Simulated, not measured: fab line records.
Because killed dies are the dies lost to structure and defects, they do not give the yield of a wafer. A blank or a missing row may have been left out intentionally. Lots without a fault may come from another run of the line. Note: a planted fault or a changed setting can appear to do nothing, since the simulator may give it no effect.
Lot-split experiment :: flow berkeley-cmos170 :: 23 wafers read from 5 lots, route of 331 steps

== THE SPLIT ==
At UCB170_M2_COAT_05 (resist thk 900 nm), the setting spin-rpm was moved away from the recipe's 1500 rpm on 8 of the 23 wafers read, by +4.3% to +5.7%. For the rest of the wafers, this setting stayed at what the recipe calls for.

The split's own step is where the reading is taken.

== THE READING ==
KrF_of_M2_COAT_05.thk-nm (the simulator's own value, which no gauge read), in nm, at UCB170_M2_COAT_05 (resist thk 900 nm). No usual value for it is given in the file. The 15 wafers here that ran the recipe average 900.8 nm, standard deviation 2.1 nm.

wafer: L075.1
tool, chamber at the split: litho-track-03, 0
spin-rpm as run, rpm: 1564
against the recipe: +4.3%
KrF_of_M2_COAT_05.thk-nm, nm: 878.6
against lot-mates on the recipe: -20.6

wafer: L075.2
tool, chamber at the split: litho-track-03, 0
spin-rpm as run, rpm: 1500
against the recipe: recipe
KrF_of_M2_COAT_05.thk-nm, nm: 899.7
against lot-mates on the recipe: -

wafer: L075.3
tool, chamber at the split: litho-track-03, 0
spin-rpm as run, rpm: 1500
against the recipe: recipe
KrF_of_M2_COAT_05.thk-nm, nm: 898.8
against lot-mates on the recipe: -

wafer: L075.5
tool, chamber at the split: litho-track-03, 0
spin-rpm as run, rpm: 1564
against the recipe: +4.3%
KrF_of_M2_COAT_05.thk-nm, nm: 879.4
against lot-mates on the recipe: -19.8

wafer: L075.6
tool, chamber at the split: litho-track-03, 0
spin-rpm as run, rpm: 1500
against the recipe: recipe
KrF_of_M2_COAT_05.thk-nm, nm: 899
against lot-mates on the recipe: -

wafer: L076.1
tool, chamber at the split: litho-track-01, 0
spin-rpm as run, rpm: 1500
against the recipe: recipe
KrF_of_M2_COAT_05.thk-nm, nm: 900.3
against lot-mates on the recipe: -

wafer: L076.2
tool, chamber at the split: litho-track-01, 0
spin-rpm as run, rpm: 1500
against the recipe: recipe
KrF_of_M2_COAT_05.thk-nm, nm: 901.6
against lot-mates on the recipe: -

wafer: L076.3
tool, chamber at the split: litho-track-01, 0
spin-rpm as run, rpm: 1500
against the recipe: recipe
KrF_of_M2_COAT_05.thk-nm, nm: 902.2
against lot-mates on the recipe: -

wafer: L076.4
tool, chamber at the split: litho-track-01, 0
spin-rpm as run, rpm: 1500
against the recipe: recipe
KrF_of_M2_COAT_05.thk-nm, nm: 900.8
against lot-mates on the recipe: -

wafer: L076.5
tool, chamber at the split: litho-track-01, 0
spin-rpm as run, rpm: 1500
against the recipe: recipe
KrF_of_M2_COAT_05.thk-nm, nm: 900.8
against lot-mates on the recipe: -

wafer: L080.1
tool, chamber at the split: litho-track-04, 0
spin-rpm as run, rpm: 1500
against the recipe: recipe
KrF_of_M2_COAT_05.thk-nm, nm: 902.9
against lot-mates on the recipe: -

wafer: L080.3
tool, chamber at the split: litho-track-04, 0
spin-rpm as run, rpm: 1500
against the recipe: recipe
KrF_of_M2_COAT_05.thk-nm, nm: 906.4
against lot-mates on the recipe: -

wafer: L080.5
tool, chamber at the split: litho-track-04, 0
spin-rpm as run, rpm: 1500
against the recipe: recipe
KrF_of_M2_COAT_05.thk-nm, nm: 903
against lot-mates on the recipe: -

wafer: L081.2
tool, chamber at the split: litho-track-03, 0
spin-rpm as run, rpm: 1586
against the recipe: +5.7%
KrF_of_M2_COAT_05.thk-nm, nm: 873.5
against lot-mates on the recipe: -24.5

wafer: L081.3
tool, chamber at the split: litho-track-03, 0
spin-rpm as run, rpm: 1500
against the recipe: recipe
KrF_of_M2_COAT_05.thk-nm, nm: 897.9
against lot-mates on the recipe: -

wafer: L081.4
tool, chamber at the split: litho-track-03, 0
spin-rpm as run, rpm: 1586
against the recipe: +5.7%
KrF_of_M2_COAT_05.thk-nm, nm: 873.7
against lot-mates on the recipe: -24.2

wafer: L081.5
tool, chamber at the split: litho-track-03, 0
spin-rpm as run, rpm: 1586
against the recipe: +5.7%
KrF_of_M2_COAT_05.thk-nm, nm: 874.8
against lot-mates on the recipe: -23.2

wafer: L081.6
tool, chamber at the split: litho-track-03, 0
spin-rpm as run, rpm: 1500
against the recipe: recipe
KrF_of_M2_COAT_05.thk-nm, nm: 898
against lot-mates on the recipe: -

wafer: L082.1
tool, chamber at the split: litho-track-01, 0
spin-rpm as run, rpm: 1566
against the recipe: +4.4%
KrF_of_M2_COAT_05.thk-nm, nm: 882.7
against lot-mates on the recipe: -17.6

wafer: L082.2
tool, chamber at the split: litho-track-01, 0
spin-rpm as run, rpm: 1500
against the recipe: recipe
KrF_of_M2_COAT_05.thk-nm, nm: 900.4
against lot-mates on the recipe: -

wafer: L082.3
tool, chamber at the split: litho-track-01, 0
spin-rpm as run, rpm: 1566
against the recipe: +4.4%
KrF_of_M2_COAT_05.thk-nm, nm: 879.6
against lot-mates on the recipe: -20.7

wafer: L082.4
tool, chamber at the split: litho-track-01, 0
spin-rpm as run, rpm: 1566
against the recipe: +4.4%
KrF_of_M2_COAT_05.thk-nm, nm: 881.5
against lot-mates on the recipe: -18.8

wafer: L082.5
tool, chamber at the split: litho-track-01, 0
spin-rpm as run, rpm: 1500
against the recipe: recipe
KrF_of_M2_COAT_05.thk-nm, nm: 900.2
against lot-mates on the recipe: -

FIT RESULTS
A straight line over all 23 wafers: KrF_of_M2_COAT_05.thk-nm changes by -4.68 nm for each +1% of spin-rpm; r = -0.99; the points scatter about the line by 2 nm.
The same after taking each lot's own level away (the mean of its wafers on the recipe; 23 wafers): -4.31 nm for each +1%; r = -0.99; scatter 1.1 nm.
Per that fit: largest spin-rpm move, reading shift of 25 nm.
Measured against the standard deviation above, the lots' own levels, which go from 897.95 to 904.10 nm, span 2.9 times it.
The two slopes are in agreement: the lot-to-lot level therefore moves the slope only a little.
Check: for one of the wafers moved furthest among these (+5.7%), held out of the fit, the line's prediction against its lot-mates is -24.9 nm. Against them it came out at -24.5 nm.

== OTHER SPLITS APPLIED TO THESE WAFERS ==
Note: prior to the reading, these wafers also went through further splits. Each is held against what the fit with the lots' levels taken away leaves over:
other split on the same wafers: UCB170_CONTACT_PEB_13 peb-temp-c
wafers away from the commonest value: 8
r with KrF_of_M2_COAT_05.thk-nm (lot level and that fit taken away): +0.01

other split on the same wafers: UCB170_M1_SPUTTER_00 power-w
wafers away from the commonest value: 7
r with KrF_of_M2_COAT_05.thk-nm (lot level and that fit taken away): +0.09

other split on the same wafers: UCB170_M2_SPUTTER_01 time-s
wafers away from the commonest value: 5
r with KrF_of_M2_COAT_05.thk-nm (lot level and that fit taken away): +0.07

== THE WHOLE CHAIN: every reading that the file lists as answering this split, in the file's order ==
step: UCB170_M2_COAT_05
what it does: resist thk 900 nm
reading: KrF_of_M2_COAT_05.thk-nm (the simulator's own value, which no gauge read)
change (the file's fit): -4.36 nm for each +1% of the setting
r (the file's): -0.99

step: UCB170_M2_STRIP_07
what it does: strips in O2
reading: strip-time-to-endpoint-s
change (the file's fit): withheld for each +1% of the setting
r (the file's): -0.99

== THE FILE'S OWN FIT ==
KrF_of_M2_COAT_05.thk-nm changes by -4.36 nm for each +1% of spin-rpm, r = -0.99.
